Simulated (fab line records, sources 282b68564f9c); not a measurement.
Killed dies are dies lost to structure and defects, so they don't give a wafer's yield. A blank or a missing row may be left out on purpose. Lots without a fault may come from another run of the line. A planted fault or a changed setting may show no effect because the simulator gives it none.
A struck lot beside a sound one | flow rit_cmos | 20 steps out of a route of 202
Sound: wafers L440.1, L440.3, L440.4. Struck: wafers L445.1, L445.4, L445.6. The cause comes at the end.
At each step with rows: each side's tool, then ch and its chambers, then its first start. Under that, the readings that differ: sound wafers | struck wafers | difference of the means | sigmas: that difference in standard deviations of wafers without a fault.
alike: readings whose means differ by less than 2 such deviations, and words and numbers that are the same on both sides. not compared: withheld readings, readings that some wafer has no value for, bounds like >300 that may hide the same value, and numbers for which the record gives no deviation and whose values overlap.
The two part at a step that has a row with sigmas, a row that says differs or no value, or rows on one side only. Numbers that don't overlap but have no deviation are shown without sigmas and don't part them. A reading that every wafer of one side lacks parts them only if that side has two wafers or more.

first, 2 steps without rows for these wafers: RIT_PWELL_HARDBAKE_07 (time 120 s); RIT_PWELL_IMPLANT_08.
RIT_PWELL_STRIP_09: strips in O2, time 180 s.
  sound on plasma_asher-03 ch 0,1, day 2 09:19; struck on plasma_asher-02 ch 0,1, day 3 07:16
  alike: drypump_motor_current_A
  not compared: rf_hours_counter_h
RIT_PWELL_TW_MEAS_10:
  sound on film_metro-01, day 2 09:29; struck on film_metro-04, day 3 07:26
  alike: PWELL_TW
then, 1 step without rows for these wafers: RIT_WELLDRIVE_ANNEAL_00 (time 14700 s).
RIT_WELLDRIVE_RS_MEAS_01: measures by four-point-probe.
  sound on film_metro-04, day 2 14:38; struck on film_metro-01, day 3 14:17
  alike: NWELL_RS
RIT_WELLDRIVE_RS_MEAS_02: measures by four-point-probe.
  sound on film_metro-04, day 2 14:45; struck on film_metro-01, day 3 14:24
  reading           | sound             | struck            | difference | sigmas
  PWELL_RS (ohm/sq) | 425.7 427.7 426.2 | 430.6 430.1 430.6 | +3.9       | +3
then, 5 steps without rows for these wafers: RIT_NRETRO_HMDS_00 (prime time 60 s); RIT_NRETRO_COAT_01 (resist thk 1300 nm); RIT_NRETRO_SOFTBAKE_02 (time 60 s); RIT_NRETRO_EXPOSE_03 (exposes mask M4, target cd 43900 nm); RIT_NRETRO_PEB_04.
RIT_NRETRO_DEVELOP_05: develop time 68 s.
  sound on litho_track-02 ch 0, day 2 15:00; struck on litho_track-02 ch 0, day 3 15:00
RIT_NRETRO_OVL_MEAS_06:
  sound on overlay-01, day 2 15:52; struck on overlay-02, day 3 15:31
  alike: NRETRO_OVL
then, 2 steps without rows for these wafers: RIT_NRETRO_HARDBAKE_07 (time 120 s); RIT_NRETRO_IMPLANT_08.
RIT_NRETRO_STRIP_09: strips in O2, time 180 s.
  sound on plasma_asher-02 ch 0,1, day 2 16:19; struck on plasma_asher-04 ch 0,1, day 3 15:58
  alike: drypump_motor_current_A
  not compared: rf_hours_counter_h
RIT_NRETRO_TW_MEAS_10:
  sound on film_metro-03, day 2 16:29; struck on film_metro-03, day 3 16:08
  reading   | sound          | struck      | difference | sigmas
  NRETRO_TW | 1056 1053 1056 | 232 226 229 | -826       | -99 or more
then, 1 step without rows for these wafers: RIT_PRETRO_HMDS_00 (prime time 60 s).
RIT_M1_PROBE_99:
  sound on prober-01, day 3 22:51; struck on prober-02, day 4 20:26
  reading             | sound | struck      | difference | sigmas
  killed_at_front_end | 6 9 0 | 264 264 263 | +259       | +83
  killed_dies         | 6 9 0 | 264 264 264 | +259       | +84
  killed_on_rim       | 2 4 0 | 70 70 70    | +68        | +45
  alike: killed_at_contacts, killed_open, killed_short

WHERE THEY PART
First at RIT_WELLDRIVE_RS_MEAS_02; last, within this record, at RIT_M1_PROBE_99.

WHY: what the simulator had put in
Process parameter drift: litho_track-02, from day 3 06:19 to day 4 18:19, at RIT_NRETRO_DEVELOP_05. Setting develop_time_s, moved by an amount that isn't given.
